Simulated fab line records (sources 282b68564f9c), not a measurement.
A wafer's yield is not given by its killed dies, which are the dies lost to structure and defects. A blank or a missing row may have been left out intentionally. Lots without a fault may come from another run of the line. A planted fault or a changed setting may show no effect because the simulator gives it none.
Problem report, 8D (eight disciplines) form, completed by code | flow rit_cmos | the parts of the form that need people (team, actions taken, sign-off) are left out

== 1. THE ISSUE ==
Mean PSD_RS at RIT_SDANNEAL_RS_MEAS_04: 166.11 ohm/sq over 6 wafers in 2 lots; fault-free wafers: 115.90 ohm/sq, standard deviation 0.27. So: +99 or more standard deviations from the usual mean.
The step: measures by four-point-probe.
Seen first at day 5 04:42 on film_metro-01, wafer L247.1. The record holds 42 wafers of 14 lots with a number at this step. By rule, "out" or "out of limits" means more than 4 standard deviations away from the usual mean. The other wafers with a number count as sound.

== 2. WHAT THIS IS AND IS NOT ==
question                    | is                     | is not
which readings at this step | PSD_RS                 | -
which lots                  | L247, L249             | L237, L238, L239, L240, L241, L242, L243, L244, L250, L254, L256, L260
which wafers of those lots  | all that have a number | -
read on which gauges        | film_metro-01          | film_metro-03, film_metro-04
when                        | from day 5 04:42       | up to then (24 sound wafers); but 12 sound wafers of L250, L254, L256, L260 came after

== 3. SUSPECTS, AND WHAT RULES EACH OUT ==
Counting: a tool at a process step up to the reading stays a suspect if it ran every lot that is out and no sound lot after the first of them.
- the gauge at RIT_SDANNEAL_RS_MEAS_04 has been ruled out. All the wafers that are out were read on film_metro-01, but those of them that RIT_SDANNEAL_RTA_03 has rows for are out there too, on other tools.
- rtp_anneal-01 at RIT_SDANNEAL_RTA_03 (time 5 s): kept. Every lot that is out went through it, starting with L247 (day 5 04:39), and after that it ran no sound lot; the last sound lot it ran before then is L243 (day 4 09:43). Its own readings are out on those wafers: wafer_temp_C_max.
Remaining after the count: rtp_anneal-01 at RIT_SDANNEAL_RTA_03.

== 4. THE CAUSE (what the simulator had put in) ==
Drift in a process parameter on rtp_anneal-01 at RIT_SDANNEAL_RTA_03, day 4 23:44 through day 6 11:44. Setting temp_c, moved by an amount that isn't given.
Only this tool survived the counting.

== 5. THE CHAIN OF EFFECTS, in route order ==
Each row: a reading where the mean over the struck wafers with a number is more than 3 standard deviations away from the usual. Scope: only readings with a usual standard deviation given in the record; hours: median across lots of the time from each lot's start at the first step in this table that gives one to its start at this step; sigmas: change in usual standard deviations.
hours | step                    | reading          | usual         | on struck wafers | change | sigmas
0     | RIT_SDANNEAL_RTA_03     | wafer_temp_C_max | 1053.5        | 988.5            | -65.0  | -59
0     | RIT_SDANNEAL_RS_MEAS_04 | PSD_RS           | 115.90 ohm/sq | 166.11           | +50.21 | +99 or more
0     | RIT_SDANNEAL_RS_MEAS_05 | NSD_RS           | 84.55 ohm/sq  | 87.58            | +3.03  | +10
0     | RIT_SDANNEAL_RS_MEAS_06 | PLDD_RS          | 178.6 ohm/sq  | 246.0            | +67.4  | +99 or more
Its process steps:
- RIT_SDANNEAL_RTA_03: time 5 s.
At these later measuring or inspecting steps, every struck wafer for which the step has a row has a number for every such reading, and none has moved that far: RIT_M1_CD_MEAS_09.

== 6. WHAT WOULD HAVE CAUGHT IT SOONER ==
5 hours passed between the start of the fault at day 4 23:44 and the first reading out of limits at a measuring or inspecting step in this record, taken at day 5 04:42.
The tool's own readings at RIT_SDANNEAL_RTA_03 were out on every struck wafer that the step has a row for (wafer_temp_C_max): an alarm limit on them would have fired on the first of those.
Lots out: 2; of these, L249 started RIT_SDANNEAL_RTA_03 on rtp_anneal-01 after day 5 04:42. A hold on the tool at that time would have spared it.
